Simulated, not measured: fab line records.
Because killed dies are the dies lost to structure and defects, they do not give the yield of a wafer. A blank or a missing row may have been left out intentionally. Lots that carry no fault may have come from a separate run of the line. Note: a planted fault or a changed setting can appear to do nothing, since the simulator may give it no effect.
One fault through the eyes of 2 desks + flow berkeleyCmos170 + every desk sees just its own numbers, and what lay behind them comes last

AT THE METROLOGY DESK
What the gauges read, lot by lot, whatever tool the lot ran on: means of the sampled wafers that have a number. Any lot whose mean is over 4 standard deviations away from the usual mean is out of limits and marked OUT; that distance is given in the brackets. Only the readings that lie furthest out on some lot appear, 7 of the 13 it has.
Columns: A = cdNm at UCB170_CONTACT_CD_MEAS_90, usual 700.1 nm; B = cdNm at UCB170_M1_CD_MEAS_09, usual 700.4 nm; C = M1_OVL at UCB170_M1_OVL_MEAS_10, usual 2 nm; D = cdNm at UCB170_M1_CD_MEAS_90, usual 700.5 nm; E = V1_POLISHED_THK at UCB170_V1_THK_MEAS_04, usual 1000.3 nm; F = cdNm at UCB170_V1_CD_MEAS_12, usual 699.8 nm; G = V1_OVL at UCB170_V1_OVL_MEAS_13, usual 0 nm
| lot  | first seen here | A     | B     | C  | D     | E      | F     | G  |
|------|-----------------|-------|-------|----|-------|--------|-------|----|
| L174 | day 8 15:09     | 699.8 | 702.8 | 0  | 705.3 | 999.0  | 700.2 | 7  |
| L179 | day 9 20:02     | 699.8 | 700.8 | 4  | 699.9 | 1001.2 | 702.7 | 2  |
| L178 | day 9 20:21     | 702.2 | 700.1 | -6 | 700.0 | 999.8  | 698.9 | -1 |
| L189 | day 12 13:11    | 698.4 | 700.4 | 5  | 699.5 | 1002.6 | 700.8 | 2  |
| L195 | day 14 06:19    | 699.2 | 699.3 | 1  | 698.0 | 1001.5 | 701.2 | 4  |
This desk's finding: nothing out of limits on any of the 5 lots.

AT THE TOOL OWNER'S DESK: pvdSputter-02
The tool's own readings at UCB170_M1_SPUTTER_00 (material Al, target thk 600 nm, time 80 s): means of the sampled wafers that have a number, for each lot that ran on this tool. Any lot whose mean is over 4 standard deviations away from the usual mean is out of limits and marked OUT; that distance is given in the brackets.
Columns: A = chamberPressurePa at UCB170_M1_SPUTTER_00, usual 0.4998 Pa; B = throttleValvePct at UCB170_M1_SPUTTER_00, usual 30.7 %
| lot  | first seen here | A                 | B    |
|------|-----------------|-------------------|------|
| L174 | day 8 15:52     | 0.4993            | 31.0 |
| L178 | day 9 21:04     | 0.5105 (+9.8) OUT | 30.6 |
| L195 | day 14 07:23    | 0.4999            | 31.2 |
This desk's verdict: out of limits on L178, starting with L178 at day 9 21:04 (chamberPressurePa at UCB170_M1_SPUTTER_00). L174, L195 stayed within limits.

BROUGHT TOGETHER
At day 9 21:04, on L178, the tool owner's desk was in a position to raise an alarm.
Nothing out of limits was seen by the metrology desk.
The metrology desk has L178 on record, within its limits.
On pvdSputter-02, each named lot ran UCB170_M1_SPUTTER_00.

WHAT THE SIMULATOR PUT IN
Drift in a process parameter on pvdSputter-02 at UCB170_M1_SPUTTER_00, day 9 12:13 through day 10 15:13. A move of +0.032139 in setting chamberPressurePa, from 0.5. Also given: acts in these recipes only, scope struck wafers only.
Shown lots that were struck: L178.
How many hours passed from the start of the fault until each desk's first out-of-limits reading: the tool owner's desk, 9.
